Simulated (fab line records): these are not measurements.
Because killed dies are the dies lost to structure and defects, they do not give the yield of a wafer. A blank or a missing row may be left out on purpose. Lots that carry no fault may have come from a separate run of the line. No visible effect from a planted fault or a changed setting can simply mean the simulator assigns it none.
The same fault as seen by 2 desks / flow berkeley_cmos170 / each desk has only its own numbers; what lay behind them comes last

## THE METROLOGY DESK
What the gauges read for every lot (on any tool): the sampled wafers with a number, averaged. Marked OUT: a lot whose mean sits more than 4 standard deviations from the usual mean, which makes it out of limits; the brackets give that distance.
Columns: A = NWELL_OXIDE_THK at UCB170_NWELL_THK_MEAS_02, usual 26.4 nm; B = cd_nm at UCB170_NLDD_CD_MEAS_06, usual 1199.7 nm; C = cd_nm at UCB170_M2_CD_MEAS_15, usual 700.7 nm
lot=L358; first seen here=day 2 02:10; A=27.2; B=1201.8; C=700.5
lot=L359; first seen here=day 2 04:19; A=26.9; B=1200.1; C=701.1
lot=L360; first seen here=day 2 11:25; A=26.3; B=1199.7; C=699.3
lot=L361; first seen here=day 2 13:43; A=26.9; B=1199.4; C=701.2
lot=L362; first seen here=day 2 19:14; A=26.7; B=1200.2; C=699.2
lot=L363; first seen here=day 2 22:05; A=26.6; B=1200.2; C=701.6
lot=L364; first seen here=day 3 03:23; A=26.9; B=1198.7; C=696.5
lot=L366; first seen here=day 3 14:53; A=27.0; B=1197.8; C=699.1
lot=L368; first seen here=day 4 01:53; A=26.2; B=1201.2; C=701.9
lot=L372; first seen here=day 4 18:12; A=25.9; B=1197.8; C=699.9
lot=L374; first seen here=day 5 13:07; A=26.2; B=1200.5; C=701.7
lot=L375; first seen here=day 5 19:50; A=26.2; B=1199.9; C=700.9
lot=L376; first seen here=day 5 22:31; A=25.7; B=1200.4; C=701.4
lot=L378; first seen here=day 6 03:43; A=25.8; B=1198.0; C=701.9
This desk's finding: nothing out of limits on any of the 14 lots.

## DESK OF THE TOOL OWNER: wet_bench-03
The tool's own readings at UCB170_M3_STRIP_08 (strips KrF in DMSO, time 600 s): means of the sampled wafers that have a number, for each lot that ran on this tool. Marked OUT: a lot whose mean sits more than 4 standard deviations from the usual mean, which makes it out of limits; the brackets give that distance.
Columns: A = bath_heat_duty_pct at UCB170_M3_STRIP_08, usual 17.5 %
lot=L360; first seen here=day 8 05:17; A=17.6
lot=L364; first seen here=day 9 04:43; A=17.3
lot=L366; first seen here=day 9 19:10; A=17.0
lot=L368; first seen here=day 9 22:56; A=18.2
lot=L372; first seen here=day 10 11:52; A=17.2
lot=L375; first seen here=day 11 11:38; A=17.9
This desk's finding: nothing out of limits on any of the 6 lots.

## PUT TOGETHER
Metrology desk: nothing out of limits seen.
The desk of the tool owner found nothing out of limits.

## WHAT WAS PUT IN BY THE SIMULATOR
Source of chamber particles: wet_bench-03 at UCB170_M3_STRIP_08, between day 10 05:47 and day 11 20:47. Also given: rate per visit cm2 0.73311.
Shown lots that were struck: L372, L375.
